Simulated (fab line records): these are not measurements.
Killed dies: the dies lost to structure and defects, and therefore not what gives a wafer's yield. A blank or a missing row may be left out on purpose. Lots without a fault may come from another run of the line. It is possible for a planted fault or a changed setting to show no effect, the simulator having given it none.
fab line records	flow ritCmos
[record] lots = 13	wafers = 39	lastDay = 8
route steps=202 shown PSD@145 M1@202
lots with no fault: from the same line, run without faults
startH: start of the lot's first displayed wafer, in hours after the record's first day	waitH: how many hours have passed since the lot's step before this one	" unchanged from the row above	L1.1+2: a single row standing in for several wafers	- either no value or no given start	* or withheld: withheld	< > ~ a bound
route shown NAME@n: NAME is a module with steps in the file, n the number in the route of the first one	usual: mean/standard deviation taken from wafers without a fault	same: alike in all rows	chamber/n: place in a boat	sites: per-site readings	_std_site: standard deviation across them	_edge_site: the outer-site mean with the inner-site mean subtracted	radiusMm: how far each site lies from the wafer's centre	mask NAME#n: copy n	behind: tool/chamber where the wafer was last shaped	hold: cause of the lot's hold/its duration in hours/its outcome	device: whichever transistor did not switch (one of n, p or np)	end of line: the same wafers' tests at the end of the route	a step given without rows: its recipe and nothing more	killed: not the wafer's yield, but the dies lost to structure and defects at the first sort	map: a wafer's dies, x killed, . not, _ none there
set.NAME: the run value of the setting; set.NAME@STEP: its run value at that earlier step	model.NAME: the simulator's own value behind a step, which no gauge read
route steps across a sampled set of lots; one table per step, one row per wafer
services: the hour from which a tool's chamber was out of use, counted from the record's first day as startH (under 0 if before that day), plus the number of hours and why
[[steps]]
[step RIT_PSD_EXPOSE_03]
[recipe] maskId = M10	na = 0.57	targetCdNm = 40900	doseMj = 250
[usual] exposureDoseMJCm2 = 249.97/0.24
lot.wafer	tool	chamber	startH	waitH	mask	exposureDoseMJCm2
L861.1	ilineStepper-02	0	63.43	0.2	M10#0	249.95
L861.3	"	0	"	"	M10#0	250.41
L861.6	"	0	"	"	M10#0	250.49
L862.1	ilineStepper-01	0	66.67	0.2	M10#0	250.00
L862.3	"	0	"	"	M10#0	250.24
L862.6	"	0	"	"	M10#0	250.14
L863.1	ilineStepper-02	0	80.09	0.4	M10#0	250.13
L863.5	"	0	"	"	M10#0	249.94
L863.6	"	0	"	"	M10#0	249.78
L864.1	ilineStepper-01	0	85.60	0.3	M10#0	249.81
L864.2	"	0	"	"	M10#0	249.85
L864.4	"	0	"	"	M10#0	249.71
L865.2	ilineStepper-02	0	85.86	0.3	M10#0	249.90
L865.4	"	0	"	"	M10#0	249.77
L865.6	"	0	"	"	M10#0	249.88
L866.2	ilineStepper-02	0	89.30	0.1	M10#0	250.42
L866.3	"	0	"	"	M10#0	250.16
L866.4	"	0	"	"	M10#0	249.83
L867.3	ilineStepper-02	0	99.26	0.1	M10#0	249.99
L867.4	"	0	"	"	M10#0	249.85
L867.5	"	0	"	"	M10#0	249.87
L869.1	ilineStepper-01	0	105.37	0.2	M10#0	249.97
L869.3	"	0	"	"	M10#0	250.08
L869.6	"	0	"	"	M10#0	249.84
L871.2	ilineStepper-02	0	112.73	0.2	M10#0	250.33
L871.3	"	0	"	"	M10#0	250.03
L871.4	"	0	"	"	M10#0	249.78
L873.2	ilineStepper-01	0	122.92	0.2	M10#0	250.03
L873.3	"	0	"	"	M10#0	249.97
L873.5	"	0	"	"	M10#0	250.08
L874.1	ilineStepper-02	0	127.73	0.2	M9#0	250.39
L874.3	"	0	"	"	M9#0	250.56
L874.4	"	0	"	"	M9#0	250.07
L877.1	ilineStepper-01	0	144.56	0.2	M10#0	250.15
L877.4	"	0	"	"	M10#0	250.03
L877.5	"	0	"	"	M10#0	250.09
L882.1	ilineStepper-01	0	172.52	0.1	M10#0	250.06
L882.2	"	0	"	"	M10#0	249.87
L882.6	"	0	"	"	M10#0	249.96
[step RIT_PSD_OVL_MEAS_06]
[usual] PSD_OVL = -0.6/1.2
lot.wafer	tool	chamber	startH	waitH	PSD_OVL[nm]
L861.1	overlay-01	-	63.83	-	0.0
L861.3	"	-	"	"	-0.1
L861.6	"	-	"	"	0.3
L862.1	overlay-02	-	67.07	-	-0.6
L862.3	"	-	"	"	0.5
L862.6	"	-	"	"	0.3
L863.1	overlay-01	-	80.49	-	-2.2
L863.5	"	-	"	"	-3.0
L863.6	"	-	"	"	-2.6
L864.1	overlay-02	-	86.19	-	-0.9
L864.2	"	-	"	"	-0.1
L864.4	"	-	"	"	0.3
L865.2	overlay-01	-	86.28	-	1.3
L865.4	"	-	"	"	-2.2
L865.6	"	-	"	"	-1.8
L866.2	overlay-01	-	89.69	-	-1.1
L866.3	"	-	"	"	-0.8
L866.4	"	-	"	"	0.6
L867.3	overlay-01	-	99.63	-	-1.6
L867.4	"	-	"	"	-1.0
L867.5	"	-	"	"	-1.8
L869.1	overlay-01	-	105.77	-	-1.9
L869.3	"	-	"	"	-1.8
L869.6	"	-	"	"	-0.8
L871.2	overlay-02	-	113.12	-	1.3
L871.3	"	-	"	"	1.2
L871.4	"	-	"	"	-0.2
L873.2	overlay-02	-	123.31	-	-2.1
L873.3	"	-	"	"	-0.6
L873.5	"	-	"	"	-2.2
L874.1	overlay-02	-	128.13	-	-
L874.3	"	-	"	"	-
L874.4	"	-	"	"	-
L877.1	overlay-01	-	144.96	-	0.1
L877.4	"	-	"	"	-1.6
L877.5	"	-	"	"	-1.0
L882.1	overlay-01	-	172.92	-	-1.2
L882.2	"	-	"	"	0.9
L882.6	"	-	"	"	-1.0
[step RIT_PSD_TW_MEAS_10]
[usual] PSD_TW = 3413/33
lot.wafer	tool	chamber	startH	waitH	hold	PSD_TW
L861.1	filmMetro-03	-	64.35	0.1	-	3384
L861.3	"	-	"	"	-	3386
L861.6	"	-	"	"	-	3396
L862.1	filmMetro-03	-	67.58	0.1	-	3387
L862.3	"	-	"	"	-	3384
L862.6	"	-	"	"	-	3397
L863.1	filmMetro-03	-	81.00	0.1	-	3386
L863.5	"	-	"	"	-	3377
L863.6	"	-	"	"	-	3393
L864.1	filmMetro-01	-	86.79	0.1	-	3458
L864.2	"	-	"	"	-	3436
L864.4	"	-	"	"	-	3462
L865.2	filmMetro-03	-	86.82	0.1	-	3369
L865.4	"	-	"	"	-	3369
L865.6	"	-	"	"	-	3376
L866.2	filmMetro-03	-	90.21	0.1	-	3388
L866.3	"	-	"	"	-	3376
L866.4	"	-	"	"	-	3375
L867.3	filmMetro-03	-	100.15	0.1	-	3381
L867.4	"	-	"	"	-	3344
L867.5	"	-	"	"	-	3364
L869.1	filmMetro-03	-	106.37	0.1	-	3361
L869.3	"	-	"	"	-	3354
L869.6	"	-	"	"	-	3390
L871.2	filmMetro-01	-	113.63	0.1	-	3459
L871.3	"	-	"	"	-	3450
L871.4	"	-	"	"	-	3448
L873.2	filmMetro-01	-	123.82	0.1	-	3456
L873.3	"	-	"	"	-	3455
L873.5	"	-	"	"	-	3469
L874.1	filmMetro-01	-	128.64	0.1	awaitDispo/0.2h/release	30
L874.3	"	-	"	"	awaitDispo/0.2h/release	30
L874.4	"	-	"	"	awaitDispo/0.2h/release	30
L874.1	filmMetro-01	-	128.87	0.2	-	30
L874.3	"	-	"	"	-	30
L874.4	"	-	"	"	-	30
L877.1	filmMetro-03	-	145.47	0.1	-	3392
L877.4	"	-	"	"	-	3404
L877.5	"	-	"	"	-	3402
L882.1	filmMetro-02	-	173.78	0.1	-	3427
L882.2	"	-	"	"	-	3432
L882.6	"	-	"	"	-	3444
[step RIT_M1_PROBE_99]
[usual] defectLimitedYield = 97.5/1.2	killed_at_M0_to_M3 = 0.0/0.12	killedAtContacts = 0.1/0.32	killedAtFrontEnd = 6/3.1	killedDies = 7/3.2	killedOnRim = 1.7/1.4	killedOpen = 3.1/1.9	killedShort = 3.5/2.2	sort_bin_3_pad_short = 0.2/0.24	sort_bin_5_function = 1.5/0.86	sort_bin_6_memory = 0.9/0.59	sortNPass = 257/3.2	sortYieldPct = 97.5/1.2
[same] grossDies = 264	killed_at_M4_up = 0	killedAtBackSide = 0	killedAtOther = 0
lot.wafer	tool	chamber	startH	waitH	defectLimitedYield[%]	killed_at_M0_to_M3	killedAtContacts	killedAtFrontEnd	killedDies	killedOnRim	killedOpen	killedShort	sort_bin_3_pad_short[%]	sort_bin_5_function[%]	sort_bin_6_memory[%]	sortNPass	sortYieldPct[%]
L861.1	prober-01	-	74.09	0.1	97.3	0	0	7	7	4	2	5	0	2.3	0.4	257	97.3
L861.3	prober-01	-	74.19	0.2	100.0	0	0	0	0	0	0	0	0	0	0	264	100.0
L861.6	prober-01	-	74.34	0.2	99.2	0	0	2	2	1	1	1	0	0.8	0	262	99.2
L862.1	prober-01	-	75.97	0.1	98.1	0	0	5	5	1	2	3	0	1.1	0.8	259	98.1
L862.3	prober-01	-	76.07	0.2	98.5	0	0	4	4	2	2	2	0	1.5	0	260	98.5
L862.6	prober-01	-	76.22	0.2	99.2	0	1	1	2	0	2	0	0	0.8	0	262	99.2
L863.1	prober-02	-	89.63	0.1	99.2	0	0	2	2	1	2	0	0	0.8	0	262	99.2
L863.5	prober-02	-	89.83	0.2	95.8	0	1	10	11	4	4	7	0.4	1.9	1.9	253	95.8
L863.6	prober-02	-	89.88	0.2	98.5	0	0	4	4	0	1	3	0.4	0.8	0.4	260	98.5
L864.1	prober-01	-	94.56	0.1	97.3	0	0	7	7	1	5	2	0	2.3	0.4	257	97.3
L864.2	prober-01	-	94.61	0.1	98.1	0	0	5	5	1	4	1	0	0.8	1.1	259	98.1
L864.4	prober-01	-	94.71	0.2	98.9	0	0	3	3	2	0	3	0	0.4	0.8	261	98.9
L865.2	prober-02	-	96.11	0.1	98.5	0	0	4	4	2	3	1	0	0.8	0.8	260	98.5
L865.4	prober-02	-	96.21	0.2	97.0	0	0	8	8	2	5	3	0	2.3	0.8	256	97.0
L865.6	prober-02	-	96.31	0.2	99.2	0	0	2	2	0	1	1	0	0.4	0.4	262	99.2
L866.2	prober-01	-	98.25	0.1	97.7	0	0	6	6	0	4	2	0.4	1.5	0.4	258	97.7
L866.3	prober-01	-	98.30	0.2	97.3	0	0	7	7	1	3	4	0.4	0.8	1.5	257	97.3
L866.4	prober-01	-	98.35	0.2	98.1	0	0	5	5	2	3	2	0	1.5	0.4	259	98.1
L867.3	prober-02	-	108.38	0.2	95.5	0	1	11	12	5	9	3	0	2.7	1.9	252	95.5
L867.4	prober-02	-	108.43	0.2	96.2	0	0	10	10	3	6	4	0.4	2.7	0.8	254	96.2
L867.5	prober-02	-	108.48	0.2	94.7	0	0	14	14	4	6	8	1.1	2.7	1.5	250	94.7
L869.1	prober-01	-	115.24	0.1	97.0	0	0	8	8	0	5	3	0	2.7	0.4	256	97.0
L869.3	prober-01	-	115.34	0.2	97.0	0	0	8	8	1	4	4	0	2.3	0.8	256	97.0
L869.6	prober-01	-	115.49	0.2	98.9	0	0	3	3	1	2	1	0	1.1	0	261	98.9
L871.2	prober-02	-	122.07	0.1	97.7	0	0	6	6	1	4	2	0	0.8	1.5	258	97.7
L871.3	prober-02	-	122.12	0.2	95.8	0	0	11	11	3	7	4	0.4	3.8	0	253	95.8
L871.4	prober-02	-	122.17	0.2	96.2	0	0	10	10	1	2	8	0	1.9	1.9	254	96.2
L873.2	prober-02	-	131.76	0.1	96.2	0	0	10	10	1	1	9	0.4	1.9	1.5	254	96.2
L873.3	prober-02	-	131.81	0.2	99.6	0	0	1	1	1	1	0	0	0	0.4	263	99.6
L873.5	prober-02	-	131.91	0.2	98.5	0	0	4	4	0	2	2	0.4	0.4	0.8	260	98.5
L877.1	prober-02	-	153.35	0.1	98.9	0	0	3	3	2	2	1	0	0.8	0.4	261	98.9
L877.4	prober-02	-	153.50	0.2	98.9	0	0	3	3	1	1	2	0	1.1	0	261	98.9
L877.5	prober-02	-	153.55	0.2	97.7	0	0	6	6	1	4	2	0	1.5	0.8	258	97.7
L882.1	prober-02	-	182.21	0.1	97.7	0	0	6	6	4	5	1	0.4	1.5	0.4	258	97.7
L882.2	prober-02	-	182.26	0.1	96.2	1	1	8	10	3	3	6	0	2.3	1.5	254	96.2
L882.6	prober-02	-	182.46	0.2	97.7	0	0	6	6	3	1	4	0.4	1.9	0	258	97.7
// killed by level:class
L861.1 GATE:geometricParticle:short=3 REOX:geometricParticle:short=2 FOX1:geometricParticle:open=1 GATE:geometricParticle:open=1
L861.6 REOX:geometricParticle:open=1 SILICIDE:geometricParticle:short=1
L862.1 GATE:geometricParticle:short=2 GATE:geometricParticle:open=1 REOX:geometricParticle:open=1 SPACER:geometricParticle:short=1
L862.3 GATE:geometricParticle:open=1 GATE:geometricParticle:short=1 REOX:geometricParticle:open=1 SPACER:geometricParticle:short=1
L862.6 REOX:geometricParticle:open=1 CONTACT:geometricParticle:open=1
L863.1 FOX2:geometricParticle:open=1 GATE:geometricParticle:open=1
L863.5 FOX1:geometricParticle:open=2 FOX1:geometricParticle:short=2 SPACER:geometricParticle:short=2 FOX2:geometricParticle:open=1 GATE:geometricParticle:short=1 SPACER:geometricParticle:open=1 SILICIDE:geometricParticle:short=1 CONTACT:geometricParticle:short=1
L863.6 GATE:geometricParticle:short=2 SPACER:geometricParticle:open=1 SILICIDE:geometricParticle:short=1
L864.1 REOX:geometricParticle:open=4 GATE:geometricParticle:short=1 SPACER:geometricParticle:short=1 SPACER:geometricParticle:open=1
L864.2 REOX:geometricParticle:open=3 GATE:geometricParticle:open=1 REOX:geometricParticle:short=1
L864.4 FOX1:geometricParticle:short=1 GATE:geometricParticle:short=1 REOX:geometricParticle:short=1
L865.2 FOX1:geometricParticle:open=2 GATE:geometricParticle:open=1 SPACER:geometricParticle:short=1
L865.4 FOX1:geometricParticle:open=2 GATE:geometricParticle:open=2 FOX1:geometricParticle:short=1 GATE:geometricParticle:short=1 REOX:geometricParticle:open=1 SILICIDE:geometricParticle:short=1
L865.6 GATE:geometricParticle:short=1 SPACER:geometricParticle:open=1
L866.2 SILICIDE:geometricParticle:open=2 FOX1:geometricParticle:short=1 FOX1:geometricParticle:open=1 GATE:geometricParticle:open=1 GATE:geometricParticle:short=1
L866.3 FOX1:geometricParticle:short=3 GATE:geometricParticle:open=2 GATE:geometricParticle:short=1 SILICIDE:geometricParticle:open=1
L866.4 FOX1:geometricParticle:open=1 GATE:geometricParticle:short=1 GATE:geometricParticle:open=1 REOX:geometricParticle:short=1 SPACER:geometricParticle:open=1
L867.3 SPACER:geometricParticle:open=3 FOX1:geometricParticle:open=2 FOX2:geometricParticle:open=2 FOX1:geometricParticle:short=1 GATE:geometricParticle:open=1 REOX:geometricParticle:short=1 SILICIDE:geometricParticle:short=1 CONTACT:geometricParticle:open=1
L867.4 GATE:geometricParticle:short=4 GATE:geometricParticle:open=3 SPACER:geometricParticle:open=2 SILICIDE:geometricParticle:open=1
L867.5 FOX1:geometricParticle:short=2 FOX1:geometricParticle:open=2 GATE:geometricParticle:open=2 GATE:geometricParticle:short=2 SPACER:geometricParticle:short=2 SILICIDE:geometricParticle:short=2 FOX2:geometricParticle:open=1 SPACER:geometricParticle:open=1
L869.1 GATE:geometricParticle:short=3 FOX2:geometricParticle:open=2 GATE:geometricParticle:open=2 FOX1:geometricParticle:open=1
L869.3 FOX1:geometricParticle:open=2 GATE:geometricParticle:short=2 FOX1:geometricParticle:short=1 FOX2:geometricParticle:short=1 REOX:geometricParticle:open=1 SPACER:geometricParticle:open=1
L869.6 GATE:geometricParticle:open=1 REOX:geometricParticle:open=1 SPACER:geometricParticle:short=1
L871.2 GATE:geometricParticle:open=2 REOX:geometricParticle:open=2 FOX1:geometricParticle:short=1 GATE:geometricParticle:short=1
L871.3 GATE:geometricParticle:open=4 GATE:geometricParticle:short=3 FOX1:geometricParticle:short=1 FOX1:geometricParticle:open=1 REOX:geometricParticle:open=1 SILICIDE:geometricParticle:open=1
L871.4 GATE:geometricParticle:short=3 REOX:geometricParticle:short=3 FOX2:geometricParticle:short=2 GATE:geometricParticle:open=1 REOX:geometricParticle:open=1
L873.2 REOX:geometricParticle:short=4 GATE:geometricParticle:short=3 FOX1:geometricParticle:short=1 FOX2:geometricParticle:open=1 SILICIDE:geometricParticle:short=1
L873.3 REOX:geometricParticle:open=1
L873.5 GATE:geometricParticle:short=2 SPACER:geometricParticle:open=1 SILICIDE:geometricParticle:open=1
L877.1 FOX1:geometricParticle:short=1 FOX1:geometricParticle:open=1 REOX:geometricParticle:open=1
L877.4 GATE:geometricParticle:short=2 GATE:geometricParticle:open=1
L877.5 SPACER:geometricParticle:open=2 FOX1:geometricParticle:short=1 FOX1:geometricParticle:open=1 GATE:geometricParticle:short=1 GATE:geometricParticle:open=1
L882.1 GATE:geometricParticle:open=4 SILICIDE:geometricParticle:short=1 SILICIDE:geometricParticle:open=1
L882.2 SPACER:geometricParticle:short=3 FOX1:geometricParticle:short=1 FOX2:geometricParticle:short=1 SPACER:geometricParticle:open=1 SILICIDE:geometricParticle:short=1 SILICIDE:geometricParticle:open=1 CONTACT:geometricParticle:open=1 M1:coatMicrobubblePrinted=1
L882.6 GATE:geometricParticle:short=2 REOX:geometricParticle:short=1 SPACER:geometricParticle:short=1 SILICIDE:geometricParticle:open=1 NLDD:coatMicrobubblePrinted=1
[[services]]
tool	chamber	startH	hours	kind
ilineStepper-01	-	77.36	6.5	repair
ilineStepper-01	0	99.70	-	calibration
ilineStepper-01	-	107.67	1.7	pm
ilineStepper-02	-	147.81	1.7	pm
ilineStepper-02	-	167.85	2.1	pm
ilineStepper-02	-	169.93	-	consumableReplace:lamp
[[key]]
[firstSign] step = RIT_PSD_EXPOSE_03	reading = mask	direction = changed
[effect] step = RIT_PSD_OVL_MEAS_06	reading = PSD_OVL	direction = missing
[effect] step = RIT_PSD_TW_MEAS_10	reading = visit	direction = added
[effect] step = RIT_PSD_TW_MEAS_10	reading = PSD_TW	direction = down	sigmas = 99+	usual = 3413	struck = 30
metAt RIT_PSD_EXPOSE_03
struckLots L874
scrappedBehind RIT_PSD_TW_MEAS_10 L874.1,L874.3,L874.4
onsetBetween 112.73 127.73
[fault] kind = wrongMask	tool = any	chamber = -	onsetH = 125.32	steps = RIT_PSD_EXPOSE_03	auxCopy = M9#0	scope = struckLotsOnly
